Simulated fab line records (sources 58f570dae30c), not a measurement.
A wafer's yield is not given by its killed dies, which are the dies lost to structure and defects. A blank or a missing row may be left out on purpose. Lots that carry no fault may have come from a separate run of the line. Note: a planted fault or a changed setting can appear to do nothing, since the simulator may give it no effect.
fab line records	flow berkeley_cmos170
[record] lots = 24	wafers = 72	last_day = 14
route steps=331 shown ZERO@13 NWELL@16 CONTACT@234 V1@257 V2@304 M3@324
lots untouched by any fault: they come from a run of this same line in which no faults occurred
start_h: hours from the record's opening day to when the first of the lot's shown wafers began	wait_h: hours since the lot's step before	" as in the row above	L1.1+2: one row covering several wafers at once	- no value present, or no start provided	* or withheld: withheld	< > ~ a bound
route shown NAME@n: a module of which the file shows steps, and the number in the route of the first	usual: mean and standard deviation over wafers with no fault	same: alike in all rows	chamber/n: place in a boat	sites: each site's reading	_std_site: the values' standard deviation	_edge_site: outer sites' mean less inner sites'	radius_mm: how far each site lies from the wafer's centre	mask NAME#n: copy n	behind: the last tool/chamber to shape the wafer	hold: cause of the lot's hold/its duration in hours/its outcome	device: the transistor (n, p or np) that didn't switch	end of line: the tests these same wafers got at the end of their route	where a step has no rows: the recipe by itself	killed: count of dies lost to structure and defects at first sort (not the wafer's yield)	map: per-die view of a wafer (x killed, . not killed, _ where there is no die)
set.NAME: the setting that was run; set.NAME@STEP: the one run at that earlier step	model.NAME: the simulator's own value behind a step, which no gauge read
one table for each step of the route and one row for each wafer, over a sample of lots
services: when a tool's chamber went out of use (start_h, in hours from the record's first day, below 0 if earlier), for how many hours, and the reason
[[steps]]
[step UCB170_ZERO_STRIP_07]
[recipe] chemistry = O2	power_w = 400	pressure_mtorr = 3500	platen_temp_c = withheld	o2_flow_sccm = 400	overash_fraction = 0.5
[usual] drypump_motor_current_A = 5.7/0.47	oes_product_au = 0.727/0.0038	strip_time_to_endpoint_s = 21.50/0.079
lot.wafer	tool	chamber	start_h	wait_h	drypump_motor_current_A	oes_product_au	rf_hours_counter_h	strip_time_to_endpoint_s
L074.1	plasma_asher-03	1	21.44	0.0	5.9	0.729	28	21.45
L074.3	"	1	"	"	5.9	0.723	-	21.45
L074.5	"	1	"	"	5.9	0.724	-	21.42
L076.1	plasma_asher-03	1	27.60	0.0	5.8	0.731	29	21.61
L076.2	"	0	"	"	6.3	0.722	29	21.61
L076.5	"	1	"	"	5.8	0.728	-	21.60
L075.2	plasma_asher-02	1	27.72	0.0	6.0	0.727	27	21.58
L075.3	"	1	"	"	6.0	0.731	-	21.44
L075.5	"	1	"	"	6.0	0.731	-	21.53
L078.1	plasma_asher-03	1	39.93	0.0	5.9	0.728	30	21.61
L078.4	"	0	"	"	6.3	0.727	-	21.54
L078.5	"	0	"	"	6.3	0.722	-	21.52
L077.1	plasma_asher-04	1	40.01	0.0	5.3	0.724	23	21.59
L077.4	"	0	"	"	4.9	0.731	-	21.71
L077.5	"	0	"	"	4.9	0.730	-	21.61
L079.1	plasma_asher-04	0	45.34	0.0	4.9	0.727	24	21.60
L079.3	"	0	"	"	4.9	0.726	-	21.55
L079.4	"	1	"	"	5.3	0.731	-	21.53
L080.2	plasma_asher-03	0	49.45	0.0	6.4	0.723	31	21.56
L080.4	"	1	"	"	5.8	0.724	-	21.47
L080.6	"	0	"	"	6.3	0.728	-	21.45
L081.2	plasma_asher-03	1	54.09	0.1	5.8	0.729	32	21.57
L081.4	"	1	"	"	5.9	0.734	-	21.56
L081.5	"	0	"	"	6.3	0.730	-	21.55
L082.1	plasma_asher-03	1	61.40	0.0	5.9	0.731	32	21.53
L082.2	"	0	"	"	6.3	0.728	32	21.52
L082.4	"	1	"	"	5.9	0.720	-	21.54
L083.1	plasma_asher-03	0	69.40	0.0	6.3	0.723	34	21.44
L083.2	"	1	"	"	5.9	0.726	34	21.51
L083.5	"	1	"	"	5.8	0.733	-	21.50
L084.1	plasma_asher-04	0	73.30	0.0	4.9	0.737	27	21.39
L084.2	"	1	"	"	5.4	0.726	27	21.40
L084.5	"	0	"	"	4.9	0.728	-	21.44
L085.1	plasma_asher-03	0	82.83	0.0	6.3	0.726	35	21.71
L085.2	"	1	"	"	5.9	0.723	35	21.59
L085.6	"	1	"	"	5.9	0.726	-	21.68
L086.4	plasma_asher-02	0	83.14	0.0	5.6	0.726	-	21.46
L086.5	"	0	"	"	5.6	0.721	-	21.46
L086.6	"	1	"	"	5.9	0.728	-	21.43
L087.1	plasma_asher-03	0	87.13	0.0	6.3	0.726	35	21.53
L087.2	"	1	"	"	5.8	0.727	35	21.55
L087.4	"	1	"	"	5.8	0.735	-	21.53
L088.1	plasma_asher-04	0	87.41	0.0	4.9	0.731	29	21.58
L088.4	"	0	"	"	4.9	0.729	-	21.63
L088.6	"	1	"	"	5.4	0.730	-	21.61
L089.2	plasma_asher-02	1	95.61	0.0	6.0	0.737	36	21.44
L089.4	"	0	"	"	5.6	0.726	-	21.42
L089.6	"	0	"	"	5.5	0.725	-	21.50
L090.2	plasma_asher-03	0	101.37	0.0	6.3	0.727	37	21.53
L090.3	"	1	"	"	5.9	0.719	-	21.45
L090.5	"	0	"	"	6.3	0.730	-	21.51
L091.1	plasma_asher-02	0	107.65	0.0	5.6	0.727	37	21.44
L091.2	"	1	"	"	5.9	0.730	37	21.40
L091.4	"	0	"	"	5.5	0.730	-	21.49
L092.1	plasma_asher-02	0	111.26	0.0	5.5	0.731	38	21.47
L092.3	"	0	"	"	5.6	0.727	-	21.53
L092.4	"	1	"	"	5.9	0.732	-	21.41
L093.2	plasma_asher-04	0	117.55	0.0	4.8	0.729	33	21.50
L093.3	"	0	"	"	4.8	0.725	-	21.51
L093.4	"	1	"	"	5.3	0.726	-	21.49
L094.2	plasma_asher-04	0	124.88	0.0	4.9	0.727	34	21.49
L094.4	"	1	"	"	5.3	0.732	-	21.42
L094.6	"	1	"	"	5.3	0.728	-	21.42
L095.3	plasma_asher-04	0	128.23	0.0	4.9	0.725	-	21.47
L095.4	"	1	"	"	5.3	0.728	-	21.43
L095.5	"	1	"	"	5.3	0.723	-	21.46
L096.3	plasma_asher-02	0	128.35	0.0	5.6	0.721	-	21.39
L096.4	"	1	"	"	5.9	0.724	-	21.41
L096.6	"	0	"	"	5.6	0.727	-	21.40
L097.2	plasma_asher-03	1	141.47	0.0	5.9	0.722	42	21.39
L097.4	"	0	"	"	6.3	0.730	-	21.41
L097.6	"	1	"	"	5.9	0.719	-	21.40
[step UCB170_NWELL_THK_MEAS_02]
[recipe] reads = SiO2_of_NWELL_OXIDATION_01
[usual] NWELL_OXIDE_THK = 26.4/0.47
lot.wafer	tool	chamber	start_h	wait_h	NWELL_OXIDE_THK[nm]
L074.1	film_metro-01	-	27.95	0.0	26.0
L074.3	"	-	"	"	25.6
L074.5	"	-	"	"	26.1
L076.1	film_metro-04	-	34.21	0.0	26.9
L076.2	"	-	"	"	26.9
L076.5	"	-	"	"	26.6
L075.2	film_metro-01	-	34.22	0.0	26.2
L075.3	"	-	"	"	25.9
L075.5	"	-	"	"	25.6
L077.1	film_metro-04	-	44.16	0.0	27.5
L077.4	"	-	"	"	27.8
L077.5	"	-	"	"	27.0
L078.1	film_metro-01	-	44.16	0.0	26.5
L078.4	"	-	"	"	26.5
L078.5	"	-	"	"	27.0
L079.1	film_metro-04	-	50.58	0.0	25.9
L079.3	"	-	"	"	26.5
L079.4	"	-	"	"	26.1
L080.2	film_metro-01	-	53.85	0.0	26.3
L080.4	"	-	"	"	25.5
L080.6	"	-	"	"	26.2
L081.2	film_metro-01	-	60.95	0.0	26.7
L081.4	"	-	"	"	26.4
L081.5	"	-	"	"	27.0
L082.1	film_metro-02	-	68.29	0.0	26.8
L082.2	"	-	"	"	26.7
L082.4	"	-	"	"	26.4
L083.1	film_metro-02	-	78.41	0.0	26.3
L083.2	"	-	"	"	26.3
L083.5	"	-	"	"	26.5
L084.1	film_metro-04	-	78.41	0.0	26.7
L084.2	"	-	"	"	26.9
L084.5	"	-	"	"	26.9
L085.1	film_metro-04	-	86.76	0.0	26.4
L085.2	"	-	"	"	26.3
L085.6	"	-	"	"	26.5
L086.4	film_metro-01	-	86.79	0.0	26.2
L086.5	"	-	"	"	26.0
L086.6	"	-	"	"	26.0
L087.1	film_metro-02	-	92.42	0.0	26.2
L087.2	"	-	"	"	26.2
L087.4	"	-	"	"	26.3
L088.1	film_metro-01	-	92.42	0.0	25.9
L088.4	"	-	"	"	26.4
L088.6	"	-	"	"	26.4
L089.2	film_metro-02	-	101.08	0.1	27.2
L089.4	"	-	"	"	26.7
L089.6	"	-	"	"	27.5
L090.2	film_metro-01	-	108.23	0.0	26.6
L090.3	"	-	"	"	26.4
L090.5	"	-	"	"	26.2
L091.1	film_metro-02	-	113.82	0.0	26.8
L091.2	"	-	"	"	26.9
L091.4	"	-	"	"	26.3
L092.1	film_metro-01	-	113.82	0.0	26.2
L092.3	"	-	"	"	26.1
L092.4	"	-	"	"	25.4
L093.2	film_metro-01	-	124.62	0.0	27.0
L093.3	"	-	"	"	26.7
L093.4	"	-	"	"	26.9
L094.2	film_metro-04	-	132.07	0.0	26.8
L094.4	"	-	"	"	26.7
L094.6	"	-	"	"	26.4
L095.3	film_metro-02	-	132.08	0.0	26.3
L095.4	"	-	"	"	26.6
L095.5	"	-	"	"	26.2
L096.3	film_metro-01	-	132.08	0.0	26.4
L096.4	"	-	"	"	25.9
L096.6	"	-	"	"	26.6
L097.2	film_metro-01	-	148.38	0.0	26.9
L097.4	"	-	"	"	26.9
L097.6	"	-	"	"	26.9
[step UCB170_CONTACT_ETCH_18]
[recipe] chemistry = CHF3/CF4/Ar	target = PSG	stop_on = TiSi2	CHF3_flow_sccm = 45	cf4_flow_sccm = 15	Ar_flow_sccm = 150	pressure_mtorr = 200	rf_w = 700	target_depth_a = 8400	over_etch_frac = 0.2	time_s = 195
[usual] drypump_motor_current_A = 5.6/0.45	oes_product_au = 0.885/0.014	rf_fwd_power_W = 697.0/2.3	throttle_valve_pct = 6.95/0.14
lot.wafer	tool	chamber	start_h	wait_h	drypump_motor_current_A	oes_product_au	rf_fwd_power_W	rf_hours_counter_h	throttle_valve_pct
L074.1	rie_diel-04	1	-	-	5.4	0.910	696.7	6	7.08
L074.3	"	2	"	"	5.7	0.895	698.9	63	6.80
L074.5	"	2	"	"	5.8	0.897	695.6	-	6.79
L075.2	rie_diel-01	1	-	-	5.8	0.883	697.1	90	6.85
L075.3	"	3	"	"	5.5	0.876	697.8	82	7.08
L075.5	"	3	"	"	5.5	0.864	695.2	-	7.09
L076.1	rie_diel-04	0	-	-	6.3	0.887	697.9	135	6.96
L076.2	"	3	"	"	5.4	0.865	696.5	81	7.11
L076.5	"	0	"	"	6.3	0.900	697.5	-	6.95
L077.1	rie_diel-04	0	-	-	6.3	0.901	695.7	136	6.96
L077.4	"	1	"	"	5.4	0.911	692.8	7	7.08
L077.5	"	1	"	"	5.4	0.900	696.3	-	7.08
L078.1	rie_diel-04	3	-	-	5.4	0.864	695.8	82	7.11
L078.4	"	2	"	"	5.8	0.889	697.5	64	6.80
L078.5	"	1	"	"	5.4	0.898	700.2	-	7.09
L080.2	rie_diel-03	0	-	-	5.8	0.887	698.1	62	6.87
L080.4	"	0	"	"	5.8	0.887	699.6	-	6.86
L080.6	"	0	"	"	5.8	0.886	695.0	-	6.86
L079.1	rie_diel-01	3	-	-	5.5	0.869	694.8	83	7.10
L079.3	"	2	"	"	5.0	0.909	695.5	22	7.09
L079.4	"	0	"	"	5.0	0.888	698.8	8	6.76
L081.2	rie_diel-03	3	-	-	6.0	0.901	697.6	6	6.73
L081.4	"	3	"	"	6.0	0.910	696.6	-	6.73
L081.5	"	1	"	"	6.7	0.904	702.2	-	6.90
L082.1	rie_diel-01	2	-	-	4.9	0.900	695.8	23	7.08
L082.2	"	1	"	"	5.8	0.878	697.1	92	6.85
L082.4	"	0	"	"	5.0	0.887	696.7	-	6.77
L085.1	rie_diel-01	1	-	-	5.8	0.877	696.1	93	6.84
L085.2	"	2	"	"	4.9	0.893	691.6	23	7.07
L085.6	"	3	"	"	5.5	0.867	700.4	-	7.09
L083.1	rie_diel-03	0	-	-	5.8	0.877	696.1	64	6.88
L083.2	"	3	"	"	6.0	0.894	701.4	7	6.75
L083.5	"	2	"	"	6.0	0.907	698.1	-	6.94
L086.4	rie_diel-04	0	-	-	6.3	0.883	701.0	137	6.96
L086.5	"	3	"	"	5.4	0.868	695.8	-	7.11
L086.6	"	0	"	"	6.3	0.884	702.6	-	6.97
L084.1	rie_diel-01	2	-	-	4.9	0.891	693.1	23	7.08
L084.2	"	3	"	"	5.5	0.863	697.6	84	7.09
L084.5	"	2	"	"	5.0	0.892	691.9	-	7.09
L088.1	rie_diel-01	2	-	-	5.0	0.902	695.5	24	7.08
L088.4	"	1	"	"	5.8	0.876	696.6	93	6.84
L088.6	"	1	"	"	5.8	0.867	696.0	-	6.85
L087.1	rie_diel-01	2	-	-	4.9	0.894	698.6	25	7.08
L087.2	"	3	"	"	5.5	0.871	697.1	85	7.08
L087.4	"	1	"	"	5.8	0.878	703.8	94	6.85
L090.2	rie_diel-01	0	-	-	5.0	0.890	700.9	10	6.76
L090.3	"	3	"	"	5.5	0.874	696.6	85	7.09
L090.5	"	0	"	"	5.0	0.880	700.9	-	6.78
L092.1	rie_diel-04	3	-	-	5.4	0.872	695.9	85	7.09
L092.3	"	2	"	"	5.8	0.888	698.3	67	6.80
L092.4	"	2	"	"	5.8	0.896	695.6	-	6.81
L091.1	rie_diel-01	0	-	-	5.0	0.890	697.6	11	6.76
L091.2	"	1	"	"	5.8	0.864	696.5	94	6.85
L091.4	"	2	"	"	4.9	0.896	695.1	25	7.07
L089.2	rie_diel-03	2	-	-	6.0	0.904	698.0	104	6.96
L089.4	"	0	"	"	5.8	0.884	694.2	65	6.87
L089.6	"	1	"	"	6.8	0.894	699.5	-	6.91
L093.2	rie_diel-01	3	-	-	5.5	0.865	698.2	87	7.09
L093.3	"	2	"	"	4.9	0.896	693.7	26	7.08
L093.4	"	1	"	"	5.8	0.874	696.9	95	6.85
L096.3	rie_diel-04	1	-	-	5.4	0.905	695.8	11	7.10
L096.4	"	0	"	"	6.3	0.886	697.5	-	6.96
L096.6	"	3	"	"	5.4	0.860	691.7	-	7.12
L094.2	rie_diel-01	0	-	-	5.0	0.886	698.7	12	6.76
L094.4	"	2	"	"	5.0	0.898	700.3	26	7.07
L094.6	"	2	"	"	5.0	0.893	695.1	-	7.08
L095.3	rie_diel-04	0	-	-	6.2	0.886	698.9	1	6.96
L095.4	"	3	"	"	5.4	0.862	696.6	-	7.08
L095.5	"	0	"	"	6.2	0.877	699.3	-	6.94
L097.2	rie_diel-01	2	-	-	4.9	0.899	693.7	27	7.08
L097.4	"	1	"	"	5.8	0.877	695.6	96	6.85
L097.6	"	2	"	"	4.9	0.891	697.2	-	7.08
[step UCB170_V1_BOW_MEAS_03]
[recipe] mode = bow
[usual] V1_BOW = 19/7.4
lot.wafer	tool	chamber	start_h	wait_h	V1_BOW[um]
L074.1	film_metro-01	-	182.44	0.2	26
L074.3	"	-	"	"	23
L074.5	"	-	"	"	13
L076.1	film_metro-01	-	183.77	0.2	13
L076.2	"	-	"	"	15
L076.5	"	-	"	"	34
L075.2	film_metro-02	-	183.79	0.2	17
L075.3	"	-	"	"	23
L075.5	"	-	"	"	23
L077.1	film_metro-04	-	198.14	0.1	18
L077.4	"	-	"	"	23
L077.5	"	-	"	"	15
L078.1	film_metro-01	-	199.47	0.1	9
L078.4	"	-	"	"	6
L078.5	"	-	"	"	20
L080.2	film_metro-04	-	207.66	0.2	26
L080.4	"	-	"	"	26
L080.6	"	-	"	"	12
L079.1	film_metro-01	-	208.98	0.1	37
L079.3	"	-	"	"	26
L079.4	"	-	"	"	18
L081.2	film_metro-01	-	218.59	0.1	23
L081.4	"	-	"	"	27
L081.5	"	-	"	"	2
L082.1	film_metro-02	-	232.21	0.2	15
L082.2	"	-	"	"	17
L082.4	"	-	"	"	9
L085.1	film_metro-02	-	238.99	0.1	19
L085.2	"	-	"	"	9
L085.6	"	-	"	"	12
L083.1	film_metro-01	-	241.09	0.2	24
L083.2	"	-	"	"	21
L083.5	"	-	"	"	18
L084.1	film_metro-01	-	242.42	0.2	17
L084.2	"	-	"	"	19
L084.5	"	-	"	"	20
L086.4	film_metro-04	-	242.48	0.3	11
L086.5	"	-	"	"	26
L086.6	"	-	"	"	25
L088.1	film_metro-02	-	252.43	0.2	18
L088.4	"	-	"	"	31
L088.6	"	-	"	"	16
L087.1	film_metro-01	-	266.67	0.2	30
L087.2	"	-	"	"	9
L087.4	"	-	"	"	28
L090.2	film_metro-01	-	268.03	0.2	30
L090.3	"	-	"	"	26
L090.5	"	-	"	"	18
L092.1	film_metro-04	-	269.34	0.1	15
L092.3	"	-	"	"	11
L092.4	"	-	"	"	13
L089.2	film_metro-02	-	269.36	0.2	3
L089.4	"	-	"	"	13
L089.6	"	-	"	"	15
L091.1	film_metro-01	-	269.64	0.2	6
L091.2	"	-	"	"	21
L091.4	"	-	"	"	18
L093.2	film_metro-04	-	295.93	0.3	9
L093.3	"	-	"	"	25
L093.4	"	-	"	"	24
L096.3	film_metro-04	-	297.28	0.1	12
L096.4	"	-	"	"	19
L096.6	"	-	"	"	20
L094.2	film_metro-02	-	298.69	0.2	24
L094.4	"	-	"	"	25
L094.6	"	-	"	"	25
L095.3	film_metro-01	-	300.05	0.2	16
L095.4	"	-	"	"	30
L095.5	"	-	"	"	24
L097.2	film_metro-04	-	324.33	0.2	20
L097.4	"	-	"	"	30
L097.6	"	-	"	"	21
[step UCB170_V2_CD_MEAS_12]
[recipe] target_cd_nm = 700
[usual] cd_nm = 699.6/1.2
lot.wafer	tool	chamber	start_h	wait_h	cd_nm
L074.1	cd_sem-01	-	189.03	-	700.5
L074.3	"	-	"	"	699.2
L074.5	"	-	"	"	699.4
L075.2	cd_sem-02	-	190.96	-	699.6
L075.3	"	-	"	"	699.8
L075.5	"	-	"	"	698.5
L076.1	cd_sem-01	-	191.18	-	699.3
L076.2	"	-	"	"	698.2
L076.5	"	-	"	"	698.6
L077.1	cd_sem-02	-	204.52	-	698.1
L077.4	"	-	"	"	699.8
L077.5	"	-	"	"	699.5
L078.1	cd_sem-02	-	205.76	-	699.5
L078.4	"	-	"	"	699.8
L078.5	"	-	"	"	699.2
L080.2	cd_sem-01	-	213.88	-	702.2
L080.4	"	-	"	"	703.5
L080.6	"	-	"	"	701.5
L079.1	cd_sem-01	-	215.79	-	700.3
L079.3	"	-	"	"	700.1
L079.4	"	-	"	"	700.2
L081.2	cd_sem-01	-	226.57	-	699.6
L081.4	"	-	"	"	700.4
L081.5	"	-	"	"	699.3
L082.1	cd_sem-02	-	239.24	-	699.3
L082.2	"	-	"	"	698.6
L082.4	"	-	"	"	698.5
L085.1	cd_sem-01	-	248.16	-	699.1
L085.2	"	-	"	"	699.6
L085.6	"	-	"	"	699.1
L083.1	cd_sem-01	-	248.49	-	698.1
L083.2	"	-	"	"	698.4
L083.5	"	-	"	"	698.4
L086.4	cd_sem-02	-	249.70	-	700.9
L086.5	"	-	"	"	699.6
L086.6	"	-	"	"	700.7
L084.1	cd_sem-01	-	249.79	-	699.1
L084.2	"	-	"	"	698.5
L084.5	"	-	"	"	699.7
L088.1	cd_sem-01	-	259.34	-	700.3
L088.4	"	-	"	"	700.4
L088.6	"	-	"	"	701.6
L087.1	cd_sem-01	-	273.32	-	699.5
L087.2	"	-	"	"	701.1
L087.4	"	-	"	"	699.8
L090.2	cd_sem-01	-	276.27	-	699.5
L090.3	"	-	"	"	699.7
L090.5	"	-	"	"	699.8
L092.1	cd_sem-01	-	279.27	-	698.3
L092.3	"	-	"	"	700.1
L092.4	"	-	"	"	699.7
L089.2	cd_sem-01	-	279.41	-	698.9
L089.4	"	-	"	"	699.4
L089.6	"	-	"	"	698.8
L091.1	cd_sem-01	-	279.75	-	700.1
L091.2	"	-	"	"	700.7
L091.4	"	-	"	"	700.1
L093.2	cd_sem-02	-	304.32	-	701.4
L093.3	"	-	"	"	701.5
L093.4	"	-	"	"	701.5
L096.3	cd_sem-01	-	304.38	-	698.3
L096.4	"	-	"	"	699.1
L096.6	"	-	"	"	699.7
L094.2	cd_sem-01	-	308.47	-	700.0
L094.4	"	-	"	"	700.7
L094.6	"	-	"	"	700.5
L095.3	cd_sem-01	-	308.64	-	698.3
L095.4	"	-	"	"	697.4
L095.5	"	-	"	"	697.5
L097.2	cd_sem-01	-	331.51	-	697.6
L097.4	"	-	"	"	699.5
L097.6	"	-	"	"	698.5
[step UCB170_M3_CD_MEAS_15]
[recipe] target_cd_nm = 700
[usual] cd_nm = 700.3/1.1
lot.wafer	tool	chamber	start_h	wait_h	cd_nm
L074.1	cd_sem-02	-	191.66	-	698.7
L074.3	"	-	"	"	700.5
L074.5	"	-	"	"	698.8
L075.2	cd_sem-02	-	193.41	-	701.2
L075.3	"	-	"	"	701.4
L075.5	"	-	"	"	702.4
L076.1	cd_sem-01	-	193.75	-	700.3
L076.2	"	-	"	"	702.7
L076.5	"	-	"	"	700.8
L077.1	cd_sem-01	-	207.43	-	701.5
L077.4	"	-	"	"	701.8
L077.5	"	-	"	"	700.8
L078.1	cd_sem-01	-	210.55	-	698.8
L078.4	"	-	"	"	700.6
L078.5	"	-	"	"	699.9
L080.2	cd_sem-01	-	217.19	-	701.0
L080.4	"	-	"	"	700.8
L080.6	"	-	"	"	700.0
L079.1	cd_sem-01	-	218.38	-	700.0
L079.3	"	-	"	"	699.4
L079.4	"	-	"	"	700.5
L081.2	cd_sem-02	-	229.44	-	699.3
L081.4	"	-	"	"	699.1
L081.5	"	-	"	"	697.2
L082.1	cd_sem-02	-	242.94	-	700.8
L082.2	"	-	"	"	700.7
L082.4	"	-	"	"	701.1
L085.1	cd_sem-02	-	251.99	-	702.1
L085.2	"	-	"	"	700.2
L085.6	"	-	"	"	700.0
L083.1	cd_sem-02	-	252.26	-	699.3
L083.2	"	-	"	"	701.5
L083.5	"	-	"	"	699.6
L086.4	cd_sem-01	-	253.32	-	701.4
L086.5	"	-	"	"	702.6
L086.6	"	-	"	"	700.5
L084.1	cd_sem-01	-	253.54	-	699.5
L084.2	"	-	"	"	700.7
L084.5	"	-	"	"	699.2
L088.1	cd_sem-01	-	263.62	-	701.5
L088.4	"	-	"	"	699.4
L088.6	"	-	"	"	700.3
L087.1	cd_sem-01	-	276.98	-	698.9
L087.2	"	-	"	"	699.3
L087.4	"	-	"	"	699.7
L090.2	cd_sem-01	-	280.13	-	701.6
L090.3	"	-	"	"	701.2
L090.5	"	-	"	"	700.4
L092.1	cd_sem-01	-	282.81	-	699.8
L092.3	"	-	"	"	699.4
L092.4	"	-	"	"	699.6
L091.1	cd_sem-01	-	283.93	-	699.1
L091.2	"	-	"	"	700.3
L091.4	"	-	"	"	699.3
L089.2	cd_sem-01	-	284.23	-	701.5
L089.4	"	-	"	"	700.5
L089.6	"	-	"	"	701.0
L093.2	cd_sem-01	-	308.22	-	701.2
L093.3	"	-	"	"	702.1
L093.4	"	-	"	"	701.1
L096.3	cd_sem-02	-	308.45	-	700.8
L096.4	"	-	"	"	699.4
L096.6	"	-	"	"	699.9
L094.2	cd_sem-02	-	310.92	-	700.1
L094.4	"	-	"	"	701.2
L094.6	"	-	"	"	702.6
L095.3	cd_sem-01	-	311.67	-	699.8
L095.4	"	-	"	"	699.8
L095.5	"	-	"	"	700.3
L097.2	cd_sem-01	-	337.50	-	700.2
L097.4	"	-	"	"	701.3
L097.6	"	-	"	"	699.7
[[services]]
tool	chamber	start_h	hours	kind
rie_diel-01	-	18.27	0.8	repair
rie_diel-04	0	30.63	2.4	repair
rie_diel-01	0	34.15	4.7	repair
rie_diel-04	1	43.10	6.0	repair
rie_diel-03	2	43.90	9.1	repair
rie_diel-03	-	53.62	0.8	repair
rie_diel-04	0	65.36	2.9	repair
plasma_asher-02	-	78.35	0.6	repair
rie_diel-04	2	92.26	5.0	repair
rie_diel-01	-	113.33	0.4	repair
rie_diel-03	3	122.52	2.5	repair
plasma_asher-02	-	122.67	1.1	repair
plasma_asher-03	-	161.74	30.6	pm
rie_diel-03	3	192.42	7.6	repair
rie_diel-03	2	199.03	16.7	repair
rie_diel-01	3	205.07	26.3	repair
plasma_asher-04	-	212.68	9.1	repair
rie_diel-04	0	218.30	11.4	repair
plasma_asher-04	-	249.59	1.6	repair
rie_diel-04	-	270.41	2.8	pm
plasma_asher-03	-	279.72	4.3	pm
plasma_asher-02	-	282.34	2.1	repair
rie_diel-04	2	284.31	12.7	repair
plasma_asher-03	-	300.14	22.8	repair
[[key]]
fault none
